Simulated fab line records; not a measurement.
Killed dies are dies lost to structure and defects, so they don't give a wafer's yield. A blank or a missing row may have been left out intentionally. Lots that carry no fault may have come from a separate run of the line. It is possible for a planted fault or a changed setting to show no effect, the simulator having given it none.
fab line records	flow rit-cmos
record: lots: 5	wafers: 23
route steps=202 shown ACTIVE@4 FOX1@20 NWELL@36 PWELL@44 WELLDRIVE@50 NRETRO@55 GATE@81 NLDD@104 PLDD@115 M1@202
start-h: start of the lot's first displayed wafer, in hours after the record's first day	wait-h: hours from the lot's prior step to this one	" the same as in the row above	L1.1+2: a row that stands for several wafers	- no value present, or no start provided	* or withheld: withheld	< > ~ a bound
route shown NAME@n: names a module that has steps shown in the file, with the first one's number in the route	usual: the fault-free wafers' mean and standard deviation	same: alike in all rows	chamber/n: place in a boat	sites: the reading at each site	_std_site: standard deviation across them	_edge_site: inner sites' mean taken away from outer sites' mean	radius-mm: for every site, how far away it sits from the centre of the wafer	mask NAME#n: copy n	behind: the tool/chamber that last shaped the wafer	hold: reason for holding the lot/hours on hold/outcome of the hold	device: whichever transistor did not switch (one of n, p or np)	end of line: the same wafers' tests at the end of the route	step lacking rows: just its recipe	killed: the dies lost at the first sort to structure and to defects; this is not the yield of the wafer	map: a wafer's dies, x killed, . not, _ none there
set.NAME: the setting as run; set.NAME@STEP: as run at that earlier step	model.NAME: the simulator's own value behind a step, which no gauge read
lots where settings were altered on purpose, with a table for each step and a row for each wafer
== steps ==
step: RIT_ACTIVE_CVD_03
recipe: material: Si3N4	target-thk-nm: 150	temp-c: 810	precursor: SiH2Cl2/NH3	time-s: 1500	pressure-mtorr: 300	sih2cl2-flow-sccm: 60	nh3-flow-sccm: 150
lot.wafer	tool	chamber	start-h	wait-h	set.time-s	model.Si3N4_of_ACTIVE_CVD_03.thk-nm
L074.1	lpcvd-01	0	12.11	0.1	1500	151.1
L074.4	"	0	"	"	1500	150.5
L074.5	"	0	"	"	1500	150.8
L076.1	-	-	-	0.1	1500	149.9
L076.2	"	-	"	"	1500	150.5
L076.4	"	-	"	"	1500	149.1
L076.5	"	-	"	"	1500	150.1
L076.6	"	-	"	"	1500	149.6
L077.1	-	-	-	0.1	1500	150
L077.3	"	-	"	"	1500	148.5
L077.4	"	-	"	"	1500	149.3
L077.5	"	-	"	"	1500	149.2
L077.6	"	-	"	"	1500	148.9
L081.1	-	-	-	0.1	1384	136.2
L081.2	"	-	"	"	1384	135.9
L081.4	"	-	"	"	1384	136.8
L081.5	"	-	"	"	1384	135.4
L081.6	"	-	"	"	1384	137
L083.1	-	-	-	0.1	1364	135.1
L083.3	"	-	"	"	1364	134.2
L083.4	"	-	"	"	1364	135.3
L083.5	"	-	"	"	1364	133.9
L083.6	"	-	"	"	1364	135.2
step: RIT_ACTIVE_THK_MEAS_04
recipe: reads: Si3N4_of_ACTIVE_CVD_03
usual: ACTIVE_NITRIDE_THK: 149.6/1.2
lot.wafer	tool	chamber	start-h	wait-h	set.time-s@ACTIVE_CVD_03	ACTIVE_NITRIDE_THK[nm]
L074.1	film-metro-01	-	13.53	0.0	1500	151.1
L074.4	"	-	"	"	1500	150.5
L074.5	"	-	"	"	1500	150.7
L076.1	film-metro-01	-	-	-	1500	149.8
L076.2	"	-	"	"	1500	150.5
L076.4	"	-	"	"	1500	149.1
L076.5	"	-	"	"	1500	150.1
L076.6	"	-	"	"	1500	149.6
L077.1	film-metro-01	-	-	-	1500	150.0
L077.3	"	-	"	"	1500	148.4
L077.4	"	-	"	"	1500	149.4
L077.5	"	-	"	"	1500	149.2
L077.6	"	-	"	"	1500	148.9
L081.1	film-metro-01	-	-	-	1384	136.2
L081.2	"	-	"	"	1384	135.9
L081.4	"	-	"	"	1384	136.9
L081.5	"	-	"	"	1384	135.5
L081.6	"	-	"	"	1384	137.0
L083.1	film-metro-02	-	-	-	1364	135.0
L083.3	"	-	"	"	1364	134.2
L083.4	"	-	"	"	1364	135.2
L083.5	"	-	"	"	1364	133.9
L083.6	"	-	"	"	1364	135.2
step: RIT_ACTIVE_COAT_06
recipe: resist: NOVOLAK	spin-rpm: 3250	resist-thk-nm: 1000
lot.wafer	tool	chamber	start-h	wait-h	set.spin-rpm	model.NOVOLAK_of_ACTIVE_COAT_06.thk-nm
L074.1	litho-track-04	0	13.74	0.1	3250	998.6
L074.4	"	0	"	"	3250	1001
L074.5	"	0	"	"	3250	999.7
L076.1+4	litho-track-03	0	23.86	0.1	3074	1029
L076.2	"	0	"	"	3250	1002
L076.5	"	0	"	"	3250	1001
L076.6	"	0	"	"	3074	1030
L077.1	litho-track-04	0	28.74	0.1	3250	995.9
L077.3	"	0	"	"	3250	996.3
L077.4	"	0	"	"	3250	998.8
L077.5	"	0	"	"	3250	996.6
L077.6	"	0	"	"	3250	995.4
L081.1	litho-track-03	0	48.74	0.1	3250	995.7
L081.2	"	0	"	"	3250	996
L081.4	"	0	"	"	3250	998.4
L081.5	"	0	"	"	3250	995.1
L081.6	"	0	"	"	3250	998.6
L083.1+3	litho-track-03	0	58.74	0.1	3250	993.5
L083.4	"	0	"	"	3494	957
L083.5	"	0	"	"	3494	958.4
L083.6	"	0	"	"	3494	958.8
step: RIT_ACTIVE_SOFTBAKE_07
recipe: resist: NOVOLAK	temp-c: 90	time-s: 60
step: RIT_ACTIVE_EXPOSE_08
recipe: mask-id: M1	na: 0.6	source-shape: conventional	sigma-outer: 0.6	target-cd-nm: 1400	dose-mj: 225
step: RIT_ACTIVE_DEVELOP_10
recipe: resist: NOVOLAK	develop-time-s: 50	dev-temp-c: 23.73
step: RIT_ACTIVE_HARDBAKE_12
recipe: resist: NOVOLAK	temp-c: 140	time-s: 60
lot.wafer	tool	chamber	start-h	wait-h	set.spin-rpm@ACTIVE_COAT_06	model.NOVOLAK_of_ACTIVE_COAT_06.thk-nm
L074.1	litho-track-02	0	14.56	0.1	3250	882.6
L074.4	"	0	"	"	3250	884.3
L074.5	"	0	"	"	3250	883.5
L076.1	litho-track-03	0	24.80	0.1	3074	909
L076.2	"	0	"	"	3250	885.6
L076.4	"	0	"	"	3074	908.7
L076.5	"	0	"	"	3250	885
L076.6	"	0	"	"	3074	909.6
L077.1	litho-track-03	0	29.56	0.1	3250	880.2
L077.3	"	0	"	"	3250	880.5
L077.4	"	0	"	"	3250	882.8
L077.5	"	0	"	"	3250	880.8
L077.6	"	0	"	"	3250	879.7
L081.1	litho-track-04	0	49.56	0.1	3250	880.1
L081.2	"	0	"	"	3250	880.3
L081.4	"	0	"	"	3250	882.3
L081.5	"	0	"	"	3250	879.5
L081.6	"	0	"	"	3250	882.5
L083.1+3	litho-track-04	0	59.68	0.1	3250	878.1
L083.4	"	0	"	"	3494	846.1
L083.5	"	0	"	"	3494	847.3
L083.6	"	0	"	"	3494	847.7
step: RIT_ACTIVE_ETCH_13
recipe: stop-on: SiO2	chemistry: SF6	target: Si3N4	time-s: 210	over-etch-frac: 0.4	SF6_flow_sccm: 200	pressure-mtorr: 260	rf-w: 125	target-depth-a: 2100
lot.wafer	tool	chamber	start-h	wait-h	set.time-s@ACTIVE_CVD_03	set.spin-rpm@ACTIVE_COAT_06	model.ACTIVE.feature-depth-nm	model.etch.depth-nm	model.NOVOLAK_of_ACTIVE_COAT_06.thk-nm
L074.1	rie-diel-01	1	14.71	0.1	1500	3250	151.1	151.1	653.8
L074.4	"	2	"	"	1500	3250	151.1	150.5	654.4
L074.5	"	0	"	"	1500	3250	151.2	150.8	652.2
L076.1	rie-diel-03	1	24.95	0.1	1500	3074	150.5	-	676.6
L076.2	"	3	"	"	1500	3250	150.5	-	657.5
L076.4	"	0	"	"	1500	3074	149.5	149.1	675.1
L076.5	"	0	"	"	1500	3250	150.5	150.1	651.1
L076.6	"	1	"	"	1500	3074	150.2	-	677.2
L077.1	rie-diel-02	0	29.71	0.1	1500	3250	150	150	654.1
L077.3	"	3	"	"	1500	3250	148.7	148.5	649.4
L077.4	"	1	"	"	1500	3250	149.3	149.3	655
L077.5	"	3	"	"	1500	3250	149.3	149.2	652.8
L077.6	"	2	"	"	1500	3250	149.6	148.9	647.8
L081.1	rie-diel-02	2	49.71	0.1	1384	3250	136.9	-	648.1
L081.2	"	3	"	"	1384	3250	136.1	135.9	650.6
L081.4	"	0	"	"	1384	3250	136.8	-	657.7
L081.5	"	3	"	"	1384	3250	135.6	-	652.2
L081.6	"	0	"	"	1384	3250	137	137	658
L083.1	rie-diel-03	1	59.83	0.1	1364	3250	135.7	135.1	648.3
L083.3	"	3	"	"	1364	3250	134.2	134.2	651.3
L083.4	"	2	"	"	1364	3494	135.3	-	617.6
L083.5	"	0	"	"	1364	3494	134.4	-	616.9
L083.6	"	3	"	"	1364	3494	135.2	-	622.1
step: RIT_FOX1_OXIDATION_00
recipe: temp-c: 1100	ambient: H2O	target-thk-a: 3507	p-h2o-torr: 720	ox-time-s: 1130
lot.wafer	tool	chamber	start-h	wait-h	set.ox-time-s	model.SiO2_of_FOX1_OXIDATION_00.thk-nm
L074.1	furnace-01	0	16.38	0.9	1130	349.1
L074.4	"	0	"	"	1130	352.1
L074.5	"	0	"	"	1130	348.4
L076.1	-	-	-	0.0	1049	339.9
L076.2	"	-	"	"	1049	340.9
L076.4	"	-	"	"	1049	338.8
L076.5	"	-	"	"	1049	337.1
L076.6	"	-	"	"	1049	339.6
L077.1	-	-	-	0.0	1273	380.2
L077.3	"	-	"	"	1273	383.5
L077.4	"	-	"	"	1273	382.7
L077.5	"	-	"	"	1273	375.8
L077.6	"	-	"	"	1273	382.6
L081.1	-	-	-	0.0	1084	346.3
L081.2	"	-	"	"	1084	333.8
L081.4	"	-	"	"	1084	341.8
L081.5	"	-	"	"	1084	335.2
L081.6	"	-	"	"	1084	340.2
L083.1	-	-	-	0.0	1202	355.8
L083.3	"	-	"	"	1202	354.2
L083.4	"	-	"	"	1202	351.3
L083.5	"	-	"	"	1202	356.1
L083.6	"	-	"	"	1202	350.8
step: RIT_NWELL_IMPLANT_08
recipe: species: P	energy-kev: 170	dose-cm2: 5e+13	tilt-deg: 7
lot.wafer	tool	chamber	start-h	wait-h	set.dose-cm2
L074.1+4+5	implanter-01	0	21.29	0.2	5e+13
L076.1+2+6	implanter-01	0	30.80	0.2	5e+13
L076.4+5	"	0	"	"	5.302e+13
L077.1+4+5	implanter-01	0	35.61	0.2	5e+13
L077.3+6	"	0	"	"	5.122e+13
L081.1+2+4+5+6	implanter-03	0	55.61	0.2	5e+13
L083.1+5+6	implanter-04	0	65.64	0.2	5e+13
L083.3+4	"	0	"	"	4.646e+13
step: RIT_NWELL_STRIP_09
recipe: chemistry: O2	time-s: 180	resist: NOVOLAK	platen-temp-c: withheld	power-w: 500	pressure-mtorr: 4000	o2-flow-sccm: 4000
step: RIT_NWELL_TW_MEAS_10
usual: NWELL_TW: 2135/14
lot.wafer	tool	chamber	start-h	wait-h	set.dose-cm2@NWELL_IMPLANT_08	NWELL_TW
L074.1	film-metro-04	-	21.61	0.1	5e+13	2130
L074.4	"	-	"	"	5e+13	2135
L074.5	"	-	"	"	5e+13	2140
L076.1	film-metro-03	-	31.13	0.1	5e+13	2113
L076.2	"	-	"	"	5e+13	2128
L076.4	"	-	"	"	5.302e+13	2164
L076.5	"	-	"	"	5.302e+13	2163
L076.6	"	-	"	"	5e+13	2106
L077.1	film-metro-02	-	35.93	0.1	5e+13	2154
L077.3	"	-	"	"	5.122e+13	2166
L077.4	"	-	"	"	5e+13	2140
L077.5	"	-	"	"	5e+13	2145
L077.6	"	-	"	"	5.122e+13	2170
L081.1	film-metro-04	-	55.93	0.1	5e+13	2152
L081.2	"	-	"	"	5e+13	2132
L081.4	"	-	"	"	5e+13	2141
L081.5	"	-	"	"	5e+13	2140
L081.6	"	-	"	"	5e+13	2128
L083.1	film-metro-02	-	65.96	0.1	5e+13	2136
L083.3	"	-	"	"	4.646e+13	2081
L083.4	"	-	"	"	4.646e+13	2089
L083.5	"	-	"	"	5e+13	2127
L083.6	"	-	"	"	5e+13	2132
step: RIT_PWELL_DEVELOP_05
recipe: resist: NOVOLAK	develop-time-s: 68	dev-temp-c: 23
lot.wafer	tool	chamber	start-h	wait-h	set.dev-temp-c
L074.1+4+5	litho-track-03	0	-	-	23
L076.1+2	litho-track-01	0	-	-	23
L076.4+5+6	"	0	"	"	25.58
L077.1+3+6	litho-track-04	0	-	-	24.49
L077.4+5	"	0	"	"	23
L081.1+2+4+5+6	litho-track-04	0	-	-	23
L083.1+5	litho-track-03	0	-	-	21.36
L083.3+4+6	"	0	"	"	23
step: RIT_PWELL_HARDBAKE_07
recipe: resist: NOVOLAK	temp-c: 140	time-s: 120
step: RIT_WELLDRIVE_ANNEAL_00
recipe: temp-c: 1100	time-s: 14700	ambient: N2
step: RIT_WELLDRIVE_RS_MEAS_01
recipe: thk-meas-gauge: four-point-probe
usual: NWELL_RS: 275.5/0.9
lot.wafer	tool	chamber	start-h	wait-h	set.dose-cm2@NWELL_IMPLANT_08	NWELL_RS[ohm/sq]
L074.1	film-metro-03	-	28.30	0.0	5e+13	275.6
L074.4	"	-	"	"	5e+13	275.0
L074.5	"	-	"	"	5e+13	275.3
L076.1	film-metro-03	-	38.30	0.0	5e+13	275.8
L076.2	"	-	"	"	5e+13	275.3
L076.4	"	-	"	"	5.302e+13	265.5
L076.5	"	-	"	"	5.302e+13	265.8
L076.6	"	-	"	"	5e+13	276.1
L077.1	film-metro-04	-	43.38	0.0	5e+13	274.6
L077.3	"	-	"	"	5.122e+13	271.0
L077.4	"	-	"	"	5e+13	275.2
L077.5	"	-	"	"	5e+13	275.1
L077.6	"	-	"	"	5.122e+13	270.9
L081.1	film-metro-03	-	63.59	0.1	5e+13	275.9
L081.2	"	-	"	"	5e+13	276.0
L081.4	"	-	"	"	5e+13	277.2
L081.5	"	-	"	"	5e+13	275.8
L081.6	"	-	"	"	5e+13	276.4
L083.1	film-metro-02	-	72.99	0.0	5e+13	275.7
L083.3	"	-	"	"	4.646e+13	288.8
L083.4	"	-	"	"	4.646e+13	289.2
L083.5	"	-	"	"	5e+13	276.0
L083.6	"	-	"	"	5e+13	275.9
step: RIT_NRETRO_SOFTBAKE_02
recipe: resist: NOVOLAK	temp-c: 90	time-s: 60
lot.wafer	tool	chamber	start-h	wait-h	set.temp-c
L074.1+4+5	litho-track-03	0	28.84	0.1	90
L076.1+6	litho-track-01	0	38.84	0.1	93.2
L076.2+4+5	"	0	"	"	90
L077.1+5	litho-track-02	0	43.92	0.1	90
L077.3+4+6	"	0	"	"	92.42
L081.1+2+4+5+6	litho-track-01	0	64.13	0.1	90
L083.1+6	litho-track-02	0	73.59	0.1	90
L083.3+4+5	"	0	"	"	87.14
step: RIT_NRETRO_DEVELOP_05
recipe: resist: NOVOLAK	develop-time-s: 68	dev-temp-c: 23
lot.wafer	tool	chamber	start-h	wait-h	set.develop-time-s	set.temp-c@NRETRO_SOFTBAKE_02	model.NOVOLAK_of_NRETRO_COAT_01.thk-nm
L074.1	litho-track-01	0	-	-	68	90	1300
L074.4	"	0	"	"	68	90	1299
L074.5	"	0	"	"	68	90	1301
L076.1	litho-track-02	0	-	-	68	93.2	1286
L076.2	"	0	"	"	77.76	90	1296
L076.4	"	0	"	"	77.76	90	1300
L076.5	"	0	"	"	68	90	1295
L076.6	"	0	"	"	68	93.2	1285
L077.1	litho-track-01	0	-	-	68	90	1303
L077.3	"	0	"	"	68	92.42	1293
L077.4+6	"	0	"	"	68	92.42	1290
L077.5	"	0	"	"	68	90	1298
L081.1	litho-track-01	0	-	-	59.27	90	1295
L081.2	"	0	"	"	59.27	90	1294
L081.4	"	0	"	"	68	90	1293
L081.5	"	0	"	"	59.27	90	1296
L081.6	"	0	"	"	68	90	1294
L083.1	litho-track-02	0	-	-	78.1	90	1298
L083.3	"	0	"	"	68	87.14	1309
L083.4	"	0	"	"	78.1	87.14	1310
L083.5	"	0	"	"	78.1	87.14	1311
L083.6	"	0	"	"	68	90	1298
step: RIT_GATE_OXIDATION_05
recipe: temp-c: 900	ambient: O2	target-thk-a: 30	ox-time-s: 270
lot.wafer	tool	chamber	start-h	wait-h	set.temp-c
L074.1+4+5	furnace-03	0	32.14	0.1	900
L076.1+2+4+5+6	-	-	-	0.1	917
L077.1+3+4+5+6	-	-	-	0.5	875
L081.1+2+4+5+6	-	-	-	1.4	900
L083.1+3+4+5+6	-	-	-	1.6	919.9
step: RIT_GATE_DEVELOP_15
recipe: resist: NOVOLAK	develop-time-s: 50	dev-temp-c: 23
lot.wafer	tool	chamber	start-h	wait-h	set.dev-temp-c
L074.1+4+5	litho-track-02	0	-	-	23
L076.1+2+4+5+6	litho-track-01	0	-	-	23
L077.1+4+6	litho-track-02	0	-	-	24.24
L077.3+5	"	0	"	"	23
L081.1+2+6	litho-track-04	0	-	-	20.45
L081.4+5	"	0	"	"	23
L083.1+3	litho-track-01	0	-	-	24.52
L083.4+5+6	"	0	"	"	23
step: RIT_NLDD_COAT_01
recipe: resist: NOVOLAK	spin-rpm: 3250	resist-thk-nm: 1000
lot.wafer	tool	chamber	start-h	wait-h	set.spin-rpm	model.NOVOLAK_of_NLDD_COAT_01.thk-nm
L074.1	litho-track-04	0	41.02	0.1	3250	996.8
L074.4	"	0	"	"	3250	997.6
L074.5	"	0	"	"	3250	998.1
L076.1	litho-track-04	0	50.48	0.1	3013	1039
L076.2	"	0	"	"	3250	1000
L076.4	"	0	"	"	3250	1001
L076.5	"	0	"	"	3013	1037
L076.6	"	0	"	"	3250	996.8
L077.1	litho-track-03	0	55.93	0.1	3250	999.8
L077.3	"	0	"	"	3250	997
L077.4	"	0	"	"	3250	997.9
L077.5	"	0	"	"	3435	971.1
L077.6	"	0	"	"	3435	970.4
L081.1	litho-track-04	0	76.82	0.1	3072	1032
L081.2	"	0	"	"	3072	1031
L081.4+6	"	0	"	"	3250	1003
L081.5	"	0	"	"	3250	1005
L083.1+4	litho-track-04	0	87.44	0.1	3250	1001
L083.3	"	0	"	"	3250	998.2
L083.5	"	0	"	"	3059	1032
L083.6	"	0	"	"	3059	1030
step: RIT_NLDD_SOFTBAKE_02
recipe: resist: NOVOLAK	temp-c: 90	time-s: 60
step: RIT_NLDD_EXPOSE_03
recipe: mask-id: M7	na: 0.57	target-cd-nm: 40700	dose-mj: 250
step: RIT_NLDD_DEVELOP_05
recipe: resist: NOVOLAK	develop-time-s: 50	dev-temp-c: 23
step: RIT_NLDD_HARDBAKE_07
recipe: resist: NOVOLAK	temp-c: 140	time-s: 60
lot.wafer	tool	chamber	start-h	wait-h	set.spin-rpm@NLDD_COAT_01	model.NOVOLAK_of_NLDD_COAT_01.thk-nm
L074.1	litho-track-04	0	41.78	0.0	3250	880.9
L074.4	"	0	"	"	3250	881.7
L074.5	"	0	"	"	3250	882.1
L076.1	litho-track-04	0	51.65	0.3	3013	917.6
L076.2	"	0	"	"	3250	884
L076.4	"	0	"	"	3250	884.8
L076.5	"	0	"	"	3013	915.8
L076.6	"	0	"	"	3250	881
L077.1	litho-track-01	0	56.91	0.0	3250	883.6
L077.3	"	0	"	"	3250	881.2
L077.4	"	0	"	"	3250	881.9
L077.5	"	0	"	"	3435	858.5
L077.6	"	0	"	"	3435	857.9
L081.1	litho-track-04	0	77.55	0.0	3072	911.5
L081.2	"	0	"	"	3072	910.6
L081.4	"	0	"	"	3250	886.4
L081.5	"	0	"	"	3250	888.3
L081.6	"	0	"	"	3250	886.6
L083.1	litho-track-03	0	88.39	0.0	3250	884.9
L083.3	"	0	"	"	3250	882.2
L083.4	"	0	"	"	3250	884.8
L083.5	"	0	"	"	3059	911.9
L083.6	"	0	"	"	3059	910.4
step: RIT_NLDD_IMPLANT_08
recipe: species: P	energy-kev: 20	dose-cm2: 5e+14	tilt-deg: 7
lot.wafer	tool	chamber	start-h	wait-h	set.energy-kev	model.implant.rp-nm	model.implant.drp-nm
L074.1+4+5	implanter-03	0	41.93	0.1	20	27.2	12.97
L076.1+6	implanter-01	0	51.80	0.1	20	28.01	12.97
L076.2+4+5	"	0	"	"	20.79	28.76	13.28
L077.1+3+4+5+6	implanter-04	0	57.06	0.1	20	27.62	12.97
L081.1+5	implanter-01	0	77.70	0.1	18.81	26.73	12.5
L081.2+4+6	"	0	"	"	20	27.86	12.97
L083.1+6	implanter-04	0	88.54	0.1	20	26.96	12.97
L083.3+4+5	"	0	"	"	19.26	26.29	12.68
step: RIT_PLDD_COAT_01
recipe: resist: NOVOLAK	spin-rpm: 3250	resist-thk-nm: 1000
lot.wafer	tool	chamber	start-h	wait-h	set.resist-thk-nm	model.NOVOLAK_of_PLDD_COAT_01.thk-nm
L074.1	litho-track-01	0	42.46	0.1	1000	998.6
L074.4	"	0	"	"	1000	998.1
L074.5	"	0	"	"	1000	1004
L076.1	litho-track-03	0	52.34	0.1	975.4	977.3
L076.2	"	0	"	"	1000	999.3
L076.4	"	0	"	"	975.4	976.6
L076.5	"	0	"	"	1000	995.6
L076.6	"	0	"	"	975.4	971.3
L077.1	litho-track-01	0	57.59	0.1	1000	994.7
L077.3	"	0	"	"	1037	1034
L077.4	"	0	"	"	1000	999.7
L077.5	"	0	"	"	1000	996.7
L077.6	"	0	"	"	1037	1037
L081.1	litho-track-03	0	78.24	0.1	1000	997.8
L081.2	"	0	"	"	1000	997.3
L081.4	"	0	"	"	1000	994.7
L081.5	"	0	"	"	966.8	964.1
L081.6	"	0	"	"	966.8	964.4
L083.1	litho-track-03	0	89.07	0.1	1058	1057
L083.3	"	0	"	"	1000	997
L083.4	"	0	"	"	1000	999
L083.5	"	0	"	"	1058	1055
L083.6	"	0	"	"	1000	996.9
step: RIT_PLDD_SOFTBAKE_02
recipe: resist: NOVOLAK	temp-c: 90	time-s: 60
step: RIT_PLDD_EXPOSE_03
recipe: mask-id: M8	na: 0.57	target-cd-nm: 40900	dose-mj: 250
step: RIT_PLDD_DEVELOP_05
recipe: resist: NOVOLAK	develop-time-s: 50	dev-temp-c: 23
step: RIT_PLDD_HARDBAKE_07
recipe: resist: NOVOLAK	temp-c: 140	time-s: 60
lot.wafer	tool	chamber	start-h	wait-h	set.resist-thk-nm@PLDD_COAT_01	model.NOVOLAK_of_PLDD_COAT_01.thk-nm
L074.1	litho-track-02	0	43.32	0.0	1000	882.6
L074.4	"	0	"	"	1000	882.1
L074.5	"	0	"	"	1000	887
L076.1	litho-track-03	0	53.07	0.0	975.4	863.9
L076.2	"	0	"	"	1000	883.1
L076.4	"	0	"	"	975.4	863.2
L076.5	"	0	"	"	1000	880
L076.6	"	0	"	"	975.4	858.7
L077.1	litho-track-02	0	58.46	0.0	1000	879.1
L077.3	"	0	"	"	1037	913.7
L077.4	"	0	"	"	1000	883.6
L077.5	"	0	"	"	1000	880.9
L077.6	"	0	"	"	1037	916.4
L081.1	litho-track-01	0	78.98	0.0	1000	881.9
L081.2	"	0	"	"	1000	881.4
L081.4	"	0	"	"	1000	879.1
L081.5	"	0	"	"	966.8	852.4
L081.6	"	0	"	"	966.8	852.7
L083.1	litho-track-03	0	89.97	0.0	1058	933.2
L083.3	"	0	"	"	1000	881.1
L083.4	"	0	"	"	1000	882.8
L083.5	"	0	"	"	1058	932
L083.6	"	0	"	"	1000	881
step: RIT_M1_PROBE_99
lot.wafer	tool	chamber	start-h	wait-h	set.temp-c@GATE_OXIDATION_05	set.dev-temp-c@GATE_DEVELOP_15	model.etest.nmos_0p15.drive-ua-um	model.etest.nmos_0p3.drive-ua-um	model.etest.nmos-narrow.drive-ua-um	model.etest.pmos_0p15.r-on-ohm-um	model.etest.pmos_0p3.r-on-ohm-um	model.etest.pmos-turned.r-on-ohm-um
L074.1	prober-02	-	57.49	0.1	900	23	476.8	227.5	224.8	2718	6265	3328
L074.4	prober-02	-	57.64	0.2	900	23	484.9	222.1	220.6	2644	6271	3253
L074.5	prober-02	-	57.69	0.2	900	23	469.6	222.1	221	2776	6421	3426
L076.1	prober-02	-	68.58	0.1	917	23	399.9	168.6	167.9	3004	7360	3706
L076.2	prober-02	-	68.63	0.1	917	23	407.2	167.1	166.4	2913	7313	3602
L076.4	prober-02	-	68.73	0.2	917	23	427.4	177.5	181	2868	7175	3560
L076.5	prober-02	-	68.78	0.2	917	23	395.6	168.6	169.8	3067	7462	3772
L076.6	prober-02	-	68.83	0.2	917	23	393.6	171.2	172.9	2958	7158	3614
L081.1	prober-01	-	93.76	0.1	900	20.45	534.6	238.4	237.5	2479	5997	3084
L081.2	prober-01	-	93.81	0.1	900	20.45	569.1	246.5	246.5	2231	5682	2834
L081.4	prober-01	-	93.91	0.2	900	23	477.6	236.8	239.4	2803	6122	3375
L081.5	prober-01	-	93.96	0.2	900	23	482.2	235	237.3	2796	6315	3435
L081.6	prober-01	-	94.01	0.2	900	20.45	557.6	241	243	2294	5847	2915
L083.1	prober-01	-	104.27	0.1	919.9	24.52	343.6	159.6	154.9	3475	7818	4240
L083.3	prober-01	-	104.37	0.2	919.9	24.52	341.5	160.7	154.7	3377	7718	4107
L083.4	prober-01	-	104.42	0.2	919.9	23	388.9	172.3	166.8	2997	7317	3744
L083.5	prober-01	-	104.47	0.2	919.9	23	376	167.5	160.7	3128	7531	3888
L083.6	prober-01	-	104.52	0.2	919.9	23	382.4	172.2	168.4	3178	7502	3904
killed by level:class
L074.1 GATE:geometric-particle:open=2 GATE:geometric-particle:short=2
L074.4 GATE:geometric-particle:short=3 GATE:geometric-particle:open=2 REOX:geometric-particle:short=1 SILICIDE:geometric-particle:short=1
L074.5 GATE:geometric-particle:short=3 GATE:geometric-particle:open=1 SILICIDE:geometric-particle:open=1 SILICIDE:geometric-particle:short=1
== key ==
split: step: RIT_ACTIVE_CVD_03	setting: time-s	stated: 1500	by: lot
response: step: RIT_ACTIVE_CVD_03	reading: model.Si3N4_of_ACTIVE_CVD_03.thk-nm	change: +1.7	per: 1%	r: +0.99
response: step: RIT_ACTIVE_THK_MEAS_04	reading: ACTIVE_NITRIDE_THK	change: +1.7	per: 1%	r: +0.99
response: step: RIT_ACTIVE_ETCH_13	reading: model.ACTIVE.feature-depth-nm	change: +1.71	per: 1%	r: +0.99
response: step: RIT_ACTIVE_ETCH_13	reading: model.etch.depth-nm	change: +1.68	per: 1%	r: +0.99
split: step: RIT_ACTIVE_COAT_06	setting: spin-rpm	stated: 3250	by: wafer
response: step: RIT_ACTIVE_COAT_06	reading: model.NOVOLAK_of_ACTIVE_COAT_06.thk-nm	change: -4.84	per: 1%	r: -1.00
response: step: RIT_ACTIVE_HARDBAKE_12	reading: model.NOVOLAK_of_ACTIVE_COAT_06.thk-nm	change: -4.22	per: 1%	r: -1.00
response: step: RIT_ACTIVE_ETCH_13	reading: model.NOVOLAK_of_ACTIVE_COAT_06.thk-nm	change: -4.1	per: 1%	r: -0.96
split: step: RIT_FOX1_OXIDATION_00	setting: ox-time-s	stated: 1130	by: lot
response: step: RIT_FOX1_OXIDATION_00	reading: model.SiO2_of_FOX1_OXIDATION_00.thk-nm	change: +2.01	per: 1%	r: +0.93
split: step: RIT_NWELL_IMPLANT_08	setting: dose-cm2	stated: 5e+13	by: wafer
response: step: RIT_NWELL_TW_MEAS_10	reading: NWELL_TW	change: +7.24	per: 1%	r: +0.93
response: step: RIT_WELLDRIVE_RS_MEAS_01	reading: NWELL_RS	change: -1.77	per: 1%	r: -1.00
split: step: RIT_PWELL_DEVELOP_05	setting: dev-temp-c	stated: 23	by: wafer
response none clear
split: step: RIT_NRETRO_SOFTBAKE_02	setting: temp-c	stated: 90	by: wafer
response: step: RIT_NRETRO_DEVELOP_05	reading: model.NOVOLAK_of_NRETRO_COAT_01.thk-nm	change: -3.52	per: 1%	r: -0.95
split: step: RIT_NRETRO_DEVELOP_05	setting: develop-time-s	stated: 68	by: wafer
response none clear
split: step: RIT_GATE_OXIDATION_05	setting: temp-c	stated: 900	by: lot
response: step: RIT_M1_PROBE_99	reading: model.etest.pmos_0p3.r-on-ohm-um	change: +647	per: 1%	r: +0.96
response: step: RIT_M1_PROBE_99	reading: model.etest.nmos-narrow.drive-ua-um	change: -32.9	per: 1%	r: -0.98
response: step: RIT_M1_PROBE_99	reading: model.etest.nmos_0p3.drive-ua-um	change: -31.5	per: 1%	r: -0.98
split: step: RIT_GATE_DEVELOP_15	setting: dev-temp-c	stated: 23	by: wafer
response: step: RIT_M1_PROBE_99	reading: model.etest.pmos-turned.r-on-ohm-um	change: +43.7	per: 1%	r: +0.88
response: step: RIT_M1_PROBE_99	reading: model.etest.pmos_0p15.r-on-ohm-um	change: +43.8	per: 1%	r: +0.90
response: step: RIT_M1_PROBE_99	reading: model.etest.nmos_0p15.drive-ua-um	change: -6.5	per: 1%	r: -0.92
split: step: RIT_NLDD_COAT_01	setting: spin-rpm	stated: 3250	by: wafer
response: step: RIT_NLDD_COAT_01	reading: model.NOVOLAK_of_NLDD_COAT_01.thk-nm	change: -5.11	per: 1%	r: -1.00
response: step: RIT_NLDD_HARDBAKE_07	reading: model.NOVOLAK_of_NLDD_COAT_01.thk-nm	change: -4.47	per: 1%	r: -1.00
split: step: RIT_NLDD_IMPLANT_08	setting: energy-kev	stated: 20	by: wafer
response: step: RIT_NLDD_IMPLANT_08	reading: model.implant.rp-nm	change: +0.188	per: 1%	r: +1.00
response: step: RIT_NLDD_IMPLANT_08	reading: model.implant.drp-nm	change: +0.0787	per: 1%	r: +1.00
split: step: RIT_PLDD_COAT_01	setting: resist-thk-nm	stated: 1000	by: wafer
response: step: RIT_PLDD_COAT_01	reading: model.NOVOLAK_of_PLDD_COAT_01.thk-nm	change: +9.99	per: 1%	r: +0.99
response: step: RIT_PLDD_HARDBAKE_07	reading: model.NOVOLAK_of_PLDD_COAT_01.thk-nm	change: +8.74	per: 1%	r: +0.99
